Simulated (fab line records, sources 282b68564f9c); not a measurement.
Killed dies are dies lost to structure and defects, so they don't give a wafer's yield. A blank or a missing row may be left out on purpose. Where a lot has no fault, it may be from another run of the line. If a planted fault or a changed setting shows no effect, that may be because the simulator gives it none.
A struck lot beside a sound one -- flow ritCmos -- 27 out of 202 route steps
Sound: the wafers L641.1, L641.5, L641.6. Struck: wafers L638.2, L638.6. (L638.4 of the same lot was not struck and is left out.) The cause comes at the end.
Order at every step that has rows: each side's tool, ch and its chambers, its first start. Under that, the readings that differ: sound wafers -- struck wafers -- difference of the means -- sigmas: that difference in standard deviations of wafers without a fault.
alike: readings whose means differ by less than 2 such deviations, and words and numbers that are the same on both sides. not compared: withheld readings, readings that some wafer has no value for, bounds like >300 that may hide the same value, and numbers for which the record gives no deviation and whose values overlap.
The two part at a step that has a row with sigmas, a row that says differs or no value, or rows on one side only. Non-overlapping numbers with no deviation appear without sigmas and do not part them. Lack of a reading on every wafer of one side parts them only where that side has two or more wafers.

first, 4 steps without rows for these wafers: RIT_CONTACT_SOFTBAKE_04 (time 60 s); RIT_CONTACT_EXPOSE_05 (exposes mask M11, target cd 1000 nm); RIT_CONTACT_PEB_06; RIT_CONTACT_DEVELOP_07 (develop time 124.3 s).
RIT_CONTACT_CD_MEAS_08: target cd 1000 nm.
  sound on cdSem-02 at day 5 17:40; struck on cdSem-02 at day 5 00:11
reading,sound,struck,difference,sigmas
cdNm (nm),1001.1 1002.0 1001.0,997.1 995.8,-4.9,-2
RIT_CONTACT_OVL_MEAS_09:
  sound on overlay-02 at day 5 17:47; struck on overlay-02 at day 5 00:17
  alike: CONTACT_OVL
then, 1 step without rows for these wafers: RIT_CONTACT_HARDBAKE_10 (time 60 s).
RIT_CONTACT_ETCH_11: etches SiO2 in CHF3/CF4/Ar, stops on TiSi2, target depth 480 nm, time 320 s.
  sound on rieDiel-03 ch 1,2, day 5 17:59; struck on rieDiel-04 ch 3, day 5 00:28
  alike: drypumpMotorCurrentA, mfcArSccm, oesProductAu, throttleValvePct
  not compared: rfHoursCounterH
RIT_CONTACT_STRIP_12: strips in O2, time 180 s.
  sound on plasmaAsher-03 ch 0,1, day 5 18:10; struck on plasmaAsher-03 ch 0,1, day 5 00:40
  alike: drypumpMotorCurrentA
  not compared: rfHoursCounterH
RIT_CONTACT_CD_MEAS_90: target cd 1000 nm.
  sound on cdSem-01 at day 5 18:21; struck on cdSem-01 at day 5 00:52
reading,sound,struck,difference,sigmas
cdNm (nm),1001.1 1002.1 1001.4,997.1 995.2,-5.4,-3
then, 2 steps without rows for these wafers: RIT_CONTACT_CLEAN_13 (cleans in SC1, time 600 s); RIT_CONTACT_CLEAN_14 (cleans in SC2, time 600 s).
RIT_M1_SPUTTER_00: material Al, target thk 400 nm, time 500 s.
  sound on pvdSputter-02 at day 5 18:50; struck on pvdSputter-03 at day 5 01:19
reading,sound,struck,difference,sigmas
model.Al_of_M1_SPUTTER_00.thkNm (nm),399.4 398.4 396.4,409.8 410.5,+12.1,
  alike: throttleValvePct
RIT_M1_RS_MEAS_01: uses a four-point probe to measure.
  sound on filmMetro-03 at day 5 19:08; struck on filmMetro-01 at day 5 01:38
reading,sound,struck,difference,sigmas
M1_AL_RS (ohm/sq),0.0735 0.0735 0.0739,0.0719 0.0717,-0.0018,-3
RIT_M1_THK_MEAS_02: measures by xrf.
  sound on filmMetro-03 at day 5 19:15; struck on filmMetro-01 at day 5 01:45
reading,sound,struck,difference,sigmas
M1_AL_THK (nm),394 392 391,406 407,+14,+4
then, 6 steps without rows for these wafers: RIT_M1_HMDS_03 (prime time 60 s); RIT_M1_COAT_04 (resist thk 1300 nm); RIT_M1_SOFTBAKE_05 (time 60 s); RIT_M1_EXPOSE_06 (exposes mask M12, target cd 2600 nm); RIT_M1_PEB_07; RIT_M1_DEVELOP_08 (develop time 68 s).
RIT_M1_CD_MEAS_09: target cd 2600 nm.
  sound on cdSem-01 at day 5 20:19; struck on cdSem-02 at day 5 02:49
  alike: cdNm
RIT_M1_OVL_MEAS_10:
  sound on overlay-01 at day 5 20:26; struck on overlay-02 at day 5 02:56
  alike: M1_OVL
then, 1 step without rows for these wafers: RIT_M1_HARDBAKE_11 (time 120 s).
RIT_M1_METAL_ETCH_12: etches Al in Cl2/BCl3, stops on SiO2, time 165 s, target depth 600 nm.
  sound on rieMetal-03 ch 0,1, day 5 20:57; struck on rieMetal-03 ch 0, day 5 03:13
reading,sound,struck,difference,sigmas
model.M1.featureDepthNm (nm),430.9 430 427.7,441.5 441.8,+12.1,
model.etch.depthNm (nm),399.4 398.4 396.4,409.8 410.5,+12.1,
  alike: drypumpMotorCurrentA, oesProductAu, throttleValvePct
  not compared: rfHoursCounterH
then, 1 step without rows for these wafers: RIT_M1_STRIP_13 (strips in nmp, time 600 s).
RIT_M1_PROBE_99:
  sound on prober-01 at day 5 23:13; struck on prober-02 at day 5 07:05
reading,sound,struck,difference,sigmas
killed_at_M0_to_M3,0 0 0,1 0,+0,+4
model.etest.m1.rsOhmSq,0.07264 0.07304 0.07234,0.07068 0.07072,-0.00197,
  alike: defectLimitedYield, killedAtContacts, killedAtFrontEnd, killedDies, killedOpen, killedShort, sort_bin_3_pad_short, sort_bin_5_function, sort_bin_6_memory, sortNPass, sortYieldPct

## WHERE THEY PART
At RIT_CONTACT_CD_MEAS_08 first; at RIT_M1_PROBE_99 last (within this record only).

WHY: what had been put in by the simulator
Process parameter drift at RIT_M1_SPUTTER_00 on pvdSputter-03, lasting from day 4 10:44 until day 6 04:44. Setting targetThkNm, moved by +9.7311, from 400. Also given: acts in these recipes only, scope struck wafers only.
